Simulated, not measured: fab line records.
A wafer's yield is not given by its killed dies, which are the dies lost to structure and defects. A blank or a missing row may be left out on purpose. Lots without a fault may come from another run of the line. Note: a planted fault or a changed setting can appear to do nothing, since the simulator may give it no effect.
What tool caused it? -- flow berkeley-cmos170 -- 42 wafers from 14 lots sampled at 4 of the route's 331 steps

## WHAT THE GAUGES SHOWED, per wafer
UCB170_SACOX_THK_MEAS_02. Usual: SACOX_OXIDE_THK 14.45 nm, standard deviation 0.29.
lot,measured,on,SACOX_OXIDE_THK (nm),flag
L462,day 5 03:44,film-metro-03,14.23 14.27 14.12,
L463,day 5 03:44,film-metro-02,14.50 14.66 14.55,
L465,day 5 03:47,film-metro-01,13.93 14.09 14.28,
L467,day 5 21:01,film-metro-03,14.82 14.84 14.46,
L468,day 5 21:04,film-metro-02,14.26 14.51 14.56,
L470,day 6 08:42,film-metro-02,14.63 14.80 14.70,
L472,day 6 18:10,film-metro-02,14.28 14.28 14.28,
L474,day 7 01:36,film-metro-02,14.88 14.95 15.05,
L475,day 7 01:35,film-metro-01,14.38 14.19 14.53,
L476,day 7 22:39,film-metro-02,14.26 14.26 13.88,
L478,day 8 12:23,film-metro-03,14.57 14.78 14.38,
L480,day 8 12:23,film-metro-01,14.64 14.47 14.62,
L484,day 9 13:46,film-metro-03,14.74 14.55 14.78,
L485,day 10 00:13,film-metro-01,14.39 14.25 14.12,

UCB170_NSD_TW_MEAS_10. Usual: NSD_TW 4195, standard deviation 30.
lot,measured,on,NSD_TW,flag
L462,day 6 13:34,film-metro-02,4173 4173 4164,
L463,day 6 13:13,film-metro-03,4217 4224 4225,
L465,day 6 14:12,film-metro-02,4152 4137 4167,
L467,day 7 10:59,film-metro-04,4196 4212 4216,
L468,day 7 10:15,film-metro-04,4209 4189 4202,
L470,day 7 19:56,film-metro-03,4200 4193 4197,
L472,day 8 09:26,film-metro-03,4235 4223 4215,
L474,day 8 16:59,film-metro-03,4243 4209 4219,
L475,day 8 17:14,film-metro-04,4211 4197 4210,
L476,day 9 15:41,film-metro-04,4214 4208 4211,
L484,day 11 02:49,film-metro-02,4145 4122 4149,
L485,day 11 12:32,film-metro-03,4194 4215 4194,

## WHICH TOOL RAN EACH LOT (tool, then ch and the chambers of the sampled wafers, then the start)
lot,UCB170_ZERO_ETCH_06,UCB170_NLDD_STRIP_10
L462,"rie-diel-01 ch 0,2,3, day 1 20:43","plasma-asher-02 ch 0,1, day 6 05:49"
L463,"rie-diel-01 ch 1,3, day 2 02:39","plasma-asher-04 ch 0,1, day 6 04:35"
L465,"rie-diel-01 ch 1,3, day 2 11:13","plasma-asher-04 ch 0,1, day 6 06:05"
L467,"rie-diel-01 ch 0,1,2, day 2 17:34","plasma-asher-03 ch 0,1, day 7 02:37"
L468,"rie-diel-01 ch 0,2,3, day 3 03:13","plasma-asher-04 ch 0,1, day 7 01:56"
L470,"rie-diel-01 ch 0,1,2, day 3 10:52","plasma-asher-02 ch 1, day 7 11:17"
L472,"rie-diel-04 ch 1,2, day 3 19:34","plasma-asher-04 ch 0,1, day 7 21:48"
L474,"rie-diel-03 ch 2,3, day 4 07:01","plasma-asher-02 ch 0,1, day 8 07:22"
L475,"rie-diel-03 ch 0,3, day 4 09:11","plasma-asher-04 ch 0,1, day 8 07:40"
L476,"rie-diel-03 ch 1,2,3, day 4 17:09","plasma-asher-02 ch 0,1, day 9 04:27"
L478,"rie-diel-04 ch 2,3, day 5 03:53","plasma-asher-02 ch 0, day 9 16:27"
L480,"rie-diel-01 ch 0,1,2, day 5 10:56","plasma-asher-03 ch 0,1, day 9 16:09"
L484,"rie-diel-01 ch 1,2, day 6 05:55","plasma-asher-03 ch 0,1, day 10 17:57"
L485,"rie-diel-03 ch 0,1,2, day 6 14:42","plasma-asher-03 ch 0,1, day 11 04:09"
- UCB170_ZERO_ETCH_06: etches SiO2 in CHF3/CF4/Ar, time 12 s.
- UCB170_NLDD_STRIP_10: strips in O2.

## AS READ BY THE TOOLS THEMSELVES (means over the sampled wafers that have a number; for cases with no such wafer, the mark the record gives instead)
UCB170_ZERO_ETCH_06. Usual: drypump-motor-current-A 5.6 A, standard deviation 0.41; oes-product-au 0.617 a.u., standard deviation 0.0091; throttle-valve-pct 9.23 %, standard deviation 0.12.
lot,tool,drypump-motor-current-A (A),oes-product-au (a.u.),throttle-valve-pct (%),flag
L462,rie-diel-01,5.8,0.613,9.16,
L463,rie-diel-01,6.1,0.619,9.18,
L465,rie-diel-01,5.9,0.614,9.09,
L467,rie-diel-01,6.0,0.618,9.25,
L468,rie-diel-01,5.8,0.615,9.16,
L470,rie-diel-01,6.0,0.624,9.26,
L472,rie-diel-04,5.1,0.615,9.34,
L474,rie-diel-03,5.0,0.614,9.15,
L475,rie-diel-03,5.3,0.617,9.19,
L476,rie-diel-03,5.2,0.618,9.24,
L478,rie-diel-04,5.3,0.612,9.38,
L480,rie-diel-01,6.0,0.625,9.25,
L484,rie-diel-01,6.1,0.621,9.25,
L485,rie-diel-03,5.3,0.617,9.25,

UCB170_NLDD_STRIP_10. Usual: chamber-pressure-mTorr 3500 mTorr, standard deviation 3.3; drypump-motor-current-A 5.8 A, standard deviation 0.48; oes-product-au 0.734 a.u., standard deviation 0.0048; strip-time-to-endpoint-s 21.65 s, standard deviation 0.072.
lot,tool,chamber-pressure-mTorr (mTorr),drypump-motor-current-A (A),oes-product-au (a.u.),strip-time-to-endpoint-s (s),flag
L462,plasma-asher-02,3501,6.4,0.728,21.58,
L463,plasma-asher-04,3499,5.5,0.736,21.66,
L465,plasma-asher-04,3501,5.5,0.734,21.57,
L467,plasma-asher-03,3499,5.9,0.731,21.55,
L468,plasma-asher-04,3504,5.5,0.740,21.71,
L470,plasma-asher-02,3504,6.8,0.729,21.71,
L472,plasma-asher-04,3500,5.4,0.736,21.64,
L474,plasma-asher-02,3500,6.0,0.731,21.67,
L475,plasma-asher-04,3503,5.4,0.737,21.66,
L476,plasma-asher-02,3501,6.4,0.731,21.80,
L478,plasma-asher-02,-,-,-,-,OFF
L480,plasma-asher-03,-,-,-,-,OFF
L484,plasma-asher-03,3501,5.8,0.733,21.63,
L485,plasma-asher-03,3496,5.8,0.734,21.69,

## THE ANSWER, worked out from the rows above alone
Rule: lot off if the mean of its wafers having a number is beyond 3 standard deviations from the usual mean. Also off: a lot with no number at a reading for which 4 or more lots have one. Any other lot the step has rows for is counted as sound. The gauges are gone through in route order, then the tools' own readings, and for those a lot's mean is taken as printed above. At the first step where some lot is off, the reading lying furthest off is the one used; lots without a number count as furthest.
Off, at UCB170_NLDD_STRIP_10 on chamber-pressure-mTorr: L478, L480. Without a number there: L478, L480.
A tool fits if, at that step or a process step before it, it ran every lot that is off, and no sound lot after the first of them. Of those tried, none fits.

## WHAT THE SIMULATOR HAD INSERTED
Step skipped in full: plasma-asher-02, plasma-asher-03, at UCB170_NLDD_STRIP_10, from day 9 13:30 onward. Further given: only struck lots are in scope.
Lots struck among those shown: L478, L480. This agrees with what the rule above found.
